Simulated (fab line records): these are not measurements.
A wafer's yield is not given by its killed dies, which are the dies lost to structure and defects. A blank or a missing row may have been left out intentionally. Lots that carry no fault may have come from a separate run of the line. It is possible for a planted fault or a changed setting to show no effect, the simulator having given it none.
fab line records + flow berkeleyCmos170
record
- lots=15
- wafers=45
- lastDay=12
route steps=331 shown NWELL@29 ACTIVE@74 PFIELD@82
lots untouched by any fault: they come from a run of this same line in which no faults occurred
startH: start of the lot's first displayed wafer, in hours after the record's first day + waitH: time in hours since the lot's previous step + " repeats the value in the row above + L1.1+2: a single row standing in for several wafers + - value missing, or start not given + * or withheld: withheld + < > ~ a bound
route shown NAME@n: NAME is a module with steps in the file, n the number in the route of the first one + usual: average and standard deviation across the fault-free wafers + same: alike in all rows + chamber/n: place in a boat + sites: readings site by site + _std_site: the values' standard deviation + _edge_site: mean of outer sites minus mean of inner sites + radiusMm: how far each site lies from the wafer's centre + mask NAME#n: copy n + behind: the tool/chamber that last shaped the wafer + hold: why the lot was held/for how many hours/how that ended + device: names the non-switching transistor (n, p or np) + end of line: the route-end tests of the same wafers + a step given without rows: its recipe and nothing more + killed: count of dies lost to structure and defects at first sort (not the wafer's yield) + map: per-die view of a wafer (x killed, . not killed, _ where there is no die)
set.NAME: the setting as run; set.NAME@STEP: as run at that earlier step + model.NAME: the simulator's own value behind a step, which no gauge read
one table for each step of the route and one row for each wafer, over a sample of lots
services: the hour from which a tool's chamber was out of use, counted from the record's first day as startH (under 0 if before that day), plus the number of hours and why
## steps
# step UCB170_NWELL_STRIP_15
# recipe
- chemistry=O2
- powerW=400
- pressureMtorr=3500
- platenTempC=withheld
- o2FlowSccm=400
- overashFraction=0.5
# usual
- drypumpMotorCurrentA=5.3/0.62
- oesProductAu=0.721/0.005
- stripTimeToEndpointS=18.02/0.087
| lot.wafer | tool           | chamber | startH | waitH | drypumpMotorCurrentA | oesProductAu | rfHoursCounterH | stripTimeToEndpointS |
|-----------|----------------|---------|--------|-------|----------------------|--------------|-----------------|----------------------|
| L102.2    | plasmaAsher-04 | 1       | 39.65  | 0.1   | 5.0                  | 0.722        | 27              | 17.89                |
| L102.5    | "              | 0       | "      | "     | 5.2                  | 0.725        | -               | 17.89                |
| L102.6    | "              | 1       | "      | "     | 5.1                  | 0.722        | -               | 18.00                |
| L103.1    | plasmaAsher-02 | 0       | 39.80  | 0.1   | 6.7                  | 0.727        | 31              | 17.92                |
| L103.3    | "              | 1       | "      | "     | 5.8                  | 0.719        | -               | 17.97                |
| L103.5    | "              | 1       | "      | "     | 5.8                  | 0.719        | -               | 17.95                |
| L106.2    | plasmaAsher-04 | 1       | 55.17  | 0.1   | 5.0                  | 0.718        | 29              | 18.18                |
| L106.3    | "              | 1       | "      | "     | 5.0                  | 0.715        | -               | 18.21                |
| L106.5    | "              | 1       | "      | "     | 5.1                  | 0.729        | -               | 18.14                |
| L105.1    | plasmaAsher-02 | 1       | 55.45  | 0.1   | 5.7                  | 0.725        | 33              | 17.98                |
| L105.2    | "              | 0       | "      | "     | 6.7                  | 0.715        | 33              | 17.92                |
| L105.4    | "              | 1       | "      | "     | 5.7                  | 0.716        | -               | 17.96                |
| L107.3    | plasmaAsher-02 | 1       | 61.81  | 0.1   | 5.8                  | 0.714        | -               | 18.06                |
| L107.4    | "              | 0       | "      | "     | 6.7                  | 0.720        | -               | 17.97                |
| L107.6    | "              | 1       | "      | "     | 5.8                  | 0.723        | -               | 17.97                |
| L109.1    | plasmaAsher-03 | 0       | 67.32  | 0.1   | 4.9                  | 0.720        | 36              | 18.07                |
| L109.3    | "              | 0       | "      | "     | 4.8                  | 0.726        | -               | 18.01                |
| L109.4    | "              | 1       | "      | "     | 4.8                  | 0.731        | -               | 17.99                |
| L112.1    | plasmaAsher-04 | 0       | 83.81  | 0.1   | 5.2                  | 0.719        | 32              | 17.96                |
| L112.2    | "              | 1       | "      | "     | 5.0                  | 0.711        | 32              | 18.02                |
| L112.5    | "              | 1       | "      | "     | 5.1                  | 0.726        | -               | 17.95                |
| L113.3    | plasmaAsher-02 | 0       | 93.11  | 0.1   | 6.7                  | 0.714        | -               | 18.05                |
| L113.4    | "              | 1       | "      | "     | 5.7                  | 0.723        | -               | 17.89                |
| L113.6    | "              | 1       | "      | "     | 5.8                  | 0.710        | -               | 17.83                |
| L115.1    | plasmaAsher-02 | 1       | 101.12 | 0.1   | 5.8                  | 0.728        | 38              | 18.14                |
| L115.3    | "              | 1       | "      | "     | 5.8                  | 0.719        | -               | 18.12                |
| L115.6    | "              | 1       | "      | "     | 5.8                  | 0.723        | -               | 18.10                |
| L118.4    | plasmaAsher-03 | 0       | 115.47 | 0.1   | 4.8                  | 0.722        | -               | 18.04                |
| L118.5    | "              | 1       | "      | "     | 4.8                  | 0.723        | -               | 18.07                |
| L118.6    | "              | 0       | "      | "     | 4.8                  | 0.725        | -               | 18.07                |
| L119.1    | plasmaAsher-04 | 0       | 127.35 | 0.1   | 5.2                  | 0.721        | 36              | 17.93                |
| L119.2    | "              | 1       | "      | "     | 5.0                  | 0.726        | 36              | 18.05                |
| L119.5    | "              | 1       | "      | "     | 5.0                  | 0.728        | -               | 17.96                |
| L120.1    | plasmaAsher-02 | 0       | 128.27 | 0.1   | 6.7                  | 0.721        | 1               | 18.08                |
| L120.3    | "              | 1       | "      | "     | 5.8                  | 0.722        | -               | 18.06                |
| L120.5    | "              | 0       | "      | "     | 6.7                  | 0.726        | -               | 18.07                |
| L121.2    | plasmaAsher-03 | 0       | 136.92 | 0.1   | 4.9                  | 0.717        | 44              | 18.07                |
| L121.4    | "              | 1       | "      | "     | 4.7                  | 0.722        | -               | 18.07                |
| L121.6    | "              | 0       | "      | "     | 4.8                  | 0.732        | -               | 18.10                |
| L122.1    | plasmaAsher-02 | 1       | 138.39 | 0.1   | 5.8                  | 0.707        | 2               | 17.93                |
| L122.2    | "              | 0       | "      | "     | 6.7                  | 0.715        | 2               | 18.00                |
| L122.5    | "              | 1       | "      | "     | 5.8                  | 0.712        | -               | 17.93                |
| L125.1    | plasmaAsher-04 | 0       | 147.74 | 0.1   | 5.2                  | 0.721        | 39              | 17.97                |
| L125.2    | "              | 1       | "      | "     | 5.0                  | 0.724        | 39              | 17.99                |
| L125.3    | "              | 1       | "      | "     | 5.0                  | 0.718        | -               | 18.01                |
# step UCB170_ACTIVE_OVL_MEAS_14
# usual
- ACTIVE_OVL=1/5.3
| lot.wafer | tool       | chamber | startH | waitH | ACTIVE_OVL[nm] |
|-----------|------------|---------|--------|-------|----------------|
| L103.1    | overlay-02 | -       | 92.19  | 0.1   | 4              |
| L103.3    | "          | -       | "      | "     | 6              |
| L103.5    | "          | -       | "      | "     | 2              |
| L102.2    | overlay-01 | -       | 92.22  | 0.1   | -3             |
| L102.5    | "          | -       | "      | "     | -7             |
| L102.6    | "          | -       | "      | "     | -9             |
| L106.2    | overlay-01 | -       | 105.49 | 0.1   | -3             |
| L106.3    | "          | -       | "      | "     | 3              |
| L106.5    | "          | -       | "      | "     | -2             |
| L105.1    | overlay-02 | -       | 105.64 | 0.1   | 9              |
| L105.2    | "          | -       | "      | "     | 12             |
| L105.4    | "          | -       | "      | "     | 10             |
| L109.1    | overlay-02 | -       | 116.09 | 0.1   | 2              |
| L109.3    | "          | -       | "      | "     | 7              |
| L109.4    | "          | -       | "      | "     | 1              |
| L107.3    | overlay-01 | -       | 116.12 | 0.1   | 1              |
| L107.4    | "          | -       | "      | "     | 11             |
| L107.6    | "          | -       | "      | "     | 2              |
| L113.3    | overlay-02 | -       | 145.79 | 0.1   | 7              |
| L113.4    | "          | -       | "      | "     | 11             |
| L113.6    | "          | -       | "      | "     | 12             |
| L112.1    | overlay-01 | -       | 146.20 | 0.1   | -3             |
| L112.2    | "          | -       | "      | "     | 5              |
| L112.5    | "          | -       | "      | "     | 6              |
| L115.1    | overlay-02 | -       | 158.75 | 0.1   | -1             |
| L115.3    | "          | -       | "      | "     | 5              |
| L115.6    | "          | -       | "      | "     | 2              |
| L118.4    | overlay-01 | -       | 173.63 | 0.1   | -7             |
| L118.5    | "          | -       | "      | "     | -4             |
| L118.6    | "          | -       | "      | "     | -3             |
| L119.1    | overlay-02 | -       | 187.99 | 0.1   | 4              |
| L119.2    | "          | -       | "      | "     | 11             |
| L119.5    | "          | -       | "      | "     | 1              |
| L120.1    | overlay-02 | -       | 188.26 | 0.1   | -2             |
| L120.3    | "          | -       | "      | "     | 0              |
| L120.5    | "          | -       | "      | "     | -1             |
| L122.1    | overlay-01 | -       | 197.22 | 0.1   | -1             |
| L122.2    | "          | -       | "      | "     | 1              |
| L122.5    | "          | -       | "      | "     | 8              |
| L125.1    | overlay-01 | -       | 197.47 | 0.1   | 2              |
| L125.2    | "          | -       | "      | "     | -2             |
| L125.3    | "          | -       | "      | "     | -3             |
| L121.2    | overlay-01 | -       | 197.83 | 0.1   | -1             |
| L121.4    | "          | -       | "      | "     | -1             |
| L121.6    | "          | -       | "      | "     | -3             |
# step UCB170_ACTIVE_STRIP_16
# recipe
- chemistry=O2
- powerW=400
- pressureMtorr=3500
- platenTempC=withheld
- o2FlowSccm=400
- overashFraction=0.5
# usual
- drypumpMotorCurrentA=5.7/0.54
- oesProductAu=0.720/0.0043
- stripTimeToEndpointS=17.74/0.078
| lot.wafer | tool           | chamber | startH | waitH | drypumpMotorCurrentA | oesProductAu | rfHoursCounterH | stripTimeToEndpointS |
|-----------|----------------|---------|--------|-------|----------------------|--------------|-----------------|----------------------|
| L103.1    | plasmaAsher-01 | 1       | 92.32  | 0.1   | 6.0                  | 0.725        | 30              | 17.68                |
| L103.3    | "              | 0       | "      | "     | 6.2                  | 0.719        | -               | 17.80                |
| L103.5    | "              | 1       | "      | "     | 6.0                  | 0.724        | -               | 17.76                |
| L102.2    | plasmaAsher-02 | 1       | 92.35  | 0.1   | 5.8                  | 0.720        | 37              | 17.83                |
| L102.5    | "              | 0       | "      | "     | 6.7                  | 0.720        | -               | 17.89                |
| L102.6    | "              | 1       | "      | "     | 5.8                  | 0.719        | -               | 17.87                |
| L106.2    | plasmaAsher-01 | 0       | 105.62 | 0.1   | 6.2                  | 0.719        | 30              | 17.76                |
| L106.3    | "              | 0       | "      | "     | 6.2                  | 0.716        | -               | 17.84                |
| L106.5    | "              | 0       | "      | "     | 6.2                  | 0.711        | -               | 17.78                |
| L105.1    | plasmaAsher-02 | 0       | 105.78 | 0.1   | 6.7                  | 0.728        | 38              | 17.80                |
| L105.2    | "              | 1       | "      | "     | 5.8                  | 0.725        | 38              | 17.90                |
| L105.4    | "              | 1       | "      | "     | 5.8                  | 0.722        | -               | 17.81                |
| L109.1    | plasmaAsher-04 | 0       | 116.23 | 0.1   | 5.2                  | 0.720        | 36              | 17.82                |
| L109.3    | "              | 0       | "      | "     | 5.2                  | 0.733        | -               | 17.73                |
| L109.4    | "              | 1       | "      | "     | 5.0                  | 0.726        | -               | 17.73                |
| L107.3    | plasmaAsher-01 | 1       | 116.34 | 0.1   | 6.0                  | 0.714        | -               | 17.74                |
| L107.4    | "              | 0       | "      | "     | 6.2                  | 0.723        | -               | 17.81                |
| L107.6    | "              | 0       | "      | "     | 6.2                  | 0.714        | -               | 17.88                |
| L113.3    | plasmaAsher-02 | 0       | 145.95 | 0.1   | 6.7                  | 0.726        | -               | 17.73                |
| L113.4    | "              | 1       | "      | "     | 5.8                  | 0.728        | -               | 17.90                |
| L113.6    | "              | 1       | "      | "     | 5.8                  | 0.722        | -               | 17.80                |
| L112.1    | plasmaAsher-01 | 1       | 146.34 | 0.1   | 6.0                  | 0.717        | 35              | 17.65                |
| L112.2    | "              | 0       | "      | "     | 6.1                  | 0.718        | 35              | 17.69                |
| L112.5    | "              | 1       | "      | "     | 6.0                  | 0.719        | -               | 17.69                |
| L115.1    | plasmaAsher-04 | 0       | 158.88 | 0.1   | 5.2                  | 0.717        | 40              | 17.80                |
| L115.3    | "              | 0       | "      | "     | 5.2                  | 0.717        | -               | 17.68                |
| L115.6    | "              | 1       | "      | "     | 5.1                  | 0.714        | -               | 17.80                |
| L118.4    | plasmaAsher-01 | 1       | 173.78 | 0.0   | 6.0                  | 0.719        | -               | 17.77                |
| L118.5    | "              | 0       | "      | "     | 6.2                  | 0.718        | -               | 17.69                |
| L118.6    | "              | 1       | "      | "     | 6.0                  | 0.727        | -               | 17.75                |
| L119.1    | plasmaAsher-04 | 1       | 188.12 | 0.1   | 5.0                  | 0.719        | 43              | 17.79                |
| L119.2    | "              | 0       | "      | "     | 5.1                  | 0.711        | 43              | 17.68                |
| L119.5    | "              | 0       | "      | "     | 5.2                  | 0.719        | -               | 17.71                |
| L120.1    | plasmaAsher-01 | 0       | 188.40 | 0.1   | 6.2                  | 0.721        | 39              | 17.63                |
| L120.3    | "              | 0       | "      | "     | 6.2                  | 0.725        | -               | 17.68                |
| L120.5    | "              | 1       | "      | "     | 6.0                  | 0.715        | -               | 17.58                |
| L122.1    | plasmaAsher-02 | 0       | 197.35 | 0.1   | 6.7                  | 0.723        | 9               | 17.76                |
| L122.2    | "              | 1       | "      | "     | 5.8                  | 0.725        | 9               | 17.79                |
| L122.5    | "              | 0       | "      | "     | 6.7                  | 0.716        | -               | 17.88                |
| L125.1    | plasmaAsher-01 | 0       | 197.61 | 0.1   | 6.2                  | 0.725        | 41              | 17.78                |
| L125.2    | "              | 1       | "      | "     | 6.0                  | 0.718        | 41              | 17.71                |
| L125.3    | "              | 0       | "      | "     | 6.2                  | 0.718        | -               | 17.76                |
| L121.2    | plasmaAsher-04 | 0       | 197.96 | 0.1   | 5.2                  | 0.724        | 44              | 17.72                |
| L121.4    | "              | 1       | "      | "     | 5.0                  | 0.714        | -               | 17.79                |
| L121.6    | "              | 1       | "      | "     | 5.0                  | 0.717        | -               | 17.74                |
# step UCB170_PFIELD_EXPOSE_03
# recipe
- maskId=PFIELD
- na=0.5
- sigmaOuter=0.6
- sourceShape=conventional
- targetCdNm=1500
- doseMj=30
# usual
- exposureDoseMJCm2=30.009/0.028
- focusOffsetNm=0.0/0.56
- reticleTempC=22.99/0.12
| lot.wafer | tool          | chamber | startH | waitH | mask     | exposureDoseMJCm2 | focusOffsetNm | reticleTempC |
|-----------|---------------|---------|--------|-------|----------|-------------------|---------------|--------------|
| L103.1    | krfScanner-02 | 0       | 93.33  | 0.1   | PFIELD#0 | 30.059            | 1.1           | 23.10        |
| L103.3    | "             | 0       | "      | "     | PFIELD#0 | 30.048            | 0.6           | 23.04        |
| L103.5    | "             | 0       | "      | "     | PFIELD#0 | 30.020            | -0.3          | 23.08        |
| L102.2    | krfScanner-02 | 0       | 93.80  | 0.1   | PFIELD#0 | 30.062            | -0.8          | 23.01        |
| L102.5    | "             | 0       | "      | "     | PFIELD#0 | 30.038            | 0.0           | 22.91        |
| L102.6    | "             | 0       | "      | "     | PFIELD#0 | 30.017            | -0.3          | 22.91        |
| L106.2    | krfScanner-02 | 0       | 106.87 | 0.1   | PFIELD#0 | 29.993            | -0.3          | 22.94        |
| L106.3    | "             | 0       | "      | "     | PFIELD#0 | 30.028            | 0.7           | 22.94        |
| L106.5    | "             | 0       | "      | "     | PFIELD#0 | 30.048            | 0.3           | 23.02        |
| L105.1    | krfScanner-02 | 0       | 107.18 | 0.1   | PFIELD#0 | 30.000            | -1.4          | 22.93        |
| L105.2    | "             | 0       | "      | "     | PFIELD#0 | 30.040            | -1.6          | 22.99        |
| L105.4    | "             | 0       | "      | "     | PFIELD#0 | 30.016            | -1.3          | 23.00        |
| L109.1    | krfScanner-02 | 0       | 122.78 | 3.5   | PFIELD#0 | 29.980            | 0.1           | 23.12        |
| L109.3    | "             | 0       | "      | "     | PFIELD#0 | 29.997            | -0.5          | 23.12        |
| L109.4    | "             | 0       | "      | "     | PFIELD#0 | 30.011            | -0.3          | 22.98        |
| L107.3    | krfScanner-02 | 0       | 123.05 | 3.4   | PFIELD#0 | 29.951            | 0.0           | 22.93        |
| L107.4    | "             | 0       | "      | "     | PFIELD#0 | 29.988            | 0.2           | 22.98        |
| L107.6    | "             | 0       | "      | "     | PFIELD#0 | 29.998            | 1.1           | 22.83        |
| L113.3    | krfScanner-02 | -       | 148.25 | 0.3   | PFIELD#0 | -                 | -             | -            |
| L113.4    | "             | -       | "      | "     | PFIELD#0 | -                 | -             | -            |
| L113.6    | "             | -       | "      | "     | PFIELD#0 | -                 | -             | -            |
| L112.1    | krfScanner-01 | -       | 148.47 | 0.3   | PFIELD#0 | -                 | -             | -            |
| L112.2    | "             | -       | "      | "     | PFIELD#0 | -                 | -             | -            |
| L112.5    | "             | -       | "      | "     | PFIELD#0 | -                 | -             | -            |
| L115.1    | krfScanner-01 | -       | 159.73 | 0.1   | PFIELD#0 | -                 | -             | -            |
| L115.3    | "             | -       | "      | "     | PFIELD#0 | -                 | -             | -            |
| L115.6    | "             | -       | "      | "     | PFIELD#0 | -                 | -             | -            |
| L118.4    | krfScanner-01 | 0       | 175.74 | 0.1   | PFIELD#0 | 29.996            | -0.7          | 22.76        |
| L118.5    | "             | 0       | "      | "     | PFIELD#0 | 30.005            | -0.2          | 22.90        |
| L118.6    | "             | 0       | "      | "     | PFIELD#0 | 29.997            | -0.3          | 22.88        |
| L119.1    | krfScanner-02 | 0       | 189.96 | 0.2   | PFIELD#0 | 29.956            | -0.5          | 23.00        |
| L119.2    | "             | 0       | "      | "     | PFIELD#0 | 29.994            | -0.1          | 22.99        |
| L119.5    | "             | 0       | "      | "     | PFIELD#0 | 29.972            | -0.6          | 23.05        |
| L120.1    | krfScanner-02 | 0       | 190.14 | -     | PFIELD#0 | 30.025            | -0.2          | 22.91        |
| L120.3    | "             | 0       | "      | "     | PFIELD#0 | 30.016            | 0.0           | 22.92        |
| L120.5    | "             | 0       | "      | "     | PFIELD#0 | 30.038            | 0.8           | 22.73        |
| L125.1    | krfScanner-01 | 0       | 201.08 | 0.5   | PFIELD#0 | 30.055            | 0.2           | 23.01        |
| L125.2    | "             | 0       | "      | "     | PFIELD#0 | 30.014            | 0.2           | 23.07        |
| L125.3    | "             | 0       | "      | "     | PFIELD#0 | 29.984            | 0.3           | 23.06        |
| L122.1    | krfScanner-01 | 0       | 201.20 | 0.4   | PFIELD#0 | 29.982            | 0.1           | 23.08        |
| L122.2    | "             | 0       | "      | "     | PFIELD#0 | 30.022            | 0.3           | 22.98        |
| L122.5    | "             | 0       | "      | "     | PFIELD#0 | 30.005            | 0.8           | 22.98        |
| L121.2    | krfScanner-01 | 0       | 201.33 | 0.4   | PFIELD#0 | 30.026            | 0.0           | 22.99        |
| L121.4    | "             | 0       | "      | "     | PFIELD#0 | 30.029            | -0.7          | 23.03        |
| L121.6    | "             | 0       | "      | "     | PFIELD#0 | 29.987            | 0.7           | 23.10        |
## services
| tool           | chamber | startH | hours | kind      |
|----------------|---------|--------|-------|-----------|
| krfScanner-02  | -       | 32.13  | 0.8   | pm        |
| krfScanner-02  | -       | 44.10  | 4.4   | pm        |
| krfScanner-02  | -       | 48.88  | 4.0   | pm        |
| krfScanner-02  | -       | 53.51  | 1.3   | repair    |
| krfScanner-02  | -       | 55.41  | 0.5   | repair    |
| krfScanner-01  | -       | 67.36  | 1.3   | pm        |
| krfScanner-01  | -       | 73.29  | 51.5  | repair    |
| krfScanner-01  | -       | 84.46  | 1.7   | repair    |
| krfScanner-01  | -       | 89.84  | 0.5   | repair    |
| plasmaAsher-04 | -       | 91.28  | 2.8   | pm        |
| krfScanner-01  | -       | 95.48  | 2.1   | repair    |
| plasmaAsher-01 | -       | 96.27  | 8.5   | repair    |
| plasmaAsher-02 | -       | 108.75 | 9.0   | pm        |
| plasmaAsher-02 | 0       | 108.75 | 9.0   | ventCycle |
| plasmaAsher-02 | 1       | 108.75 | 9.0   | ventCycle |
| krfScanner-01  | -       | 111.29 | 0.4   | repair    |
| krfScanner-02  | -       | 116.48 | 5.6   | repair    |
| krfScanner-01  | -       | 124.83 | 1.0   | pm        |
| krfScanner-01  | -       | 125.83 | 0.8   | pm        |
| krfScanner-02  | -       | 131.60 | 1.3   | pm        |
| krfScanner-02  | -       | 152.03 | 1.0   | pm        |
| krfScanner-01  | -       | 178.02 | 6.8   | repair    |
| plasmaAsher-04 | -       | 178.22 | 1.9   | repair    |
| plasmaAsher-03 | -       | 187.36 | 4.3   | repair    |
## key
firstSign
- step=UCB170_PFIELD_EXPOSE_03
- reading=toolRecord
- direction=missing
effect none on later readings
metAt UCB170_PFIELD_EXPOSE_03
struckLots L112,L113,L115
sortLeftOut L112.1,L112.2,L112.5,L113.3,L113.4,L113.6,L115.1,L115.3,L115.6
testerLeftOut L112,L113,L115
notActingAt UCB170_NWELL_STRIP_15,UCB170_ACTIVE_OVL_MEAS_14,UCB170_ACTIVE_STRIP_16
onsetBetween 123.05 148.25
fault
- kind=skippedStepWhole
- tool=krfScanner-01,krfScanner-02
- chamber=-
- onsetH=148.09
- steps=UCB170_PFIELD_EXPOSE_03
- scope=struckLotsOnly
# testerLeftOut: of these lots the tester's yield and bins aren't shown, on N5 and GAA mostly nor the transistor test; their killed dies are dies lost to structure and defects alone, not to doping, threshold or leakage, so they don't give the yield
# sortLeftOut: the simulated sort isn't trusted on such a fault, so these wafers' sort isn't shown, and their yield isn't known
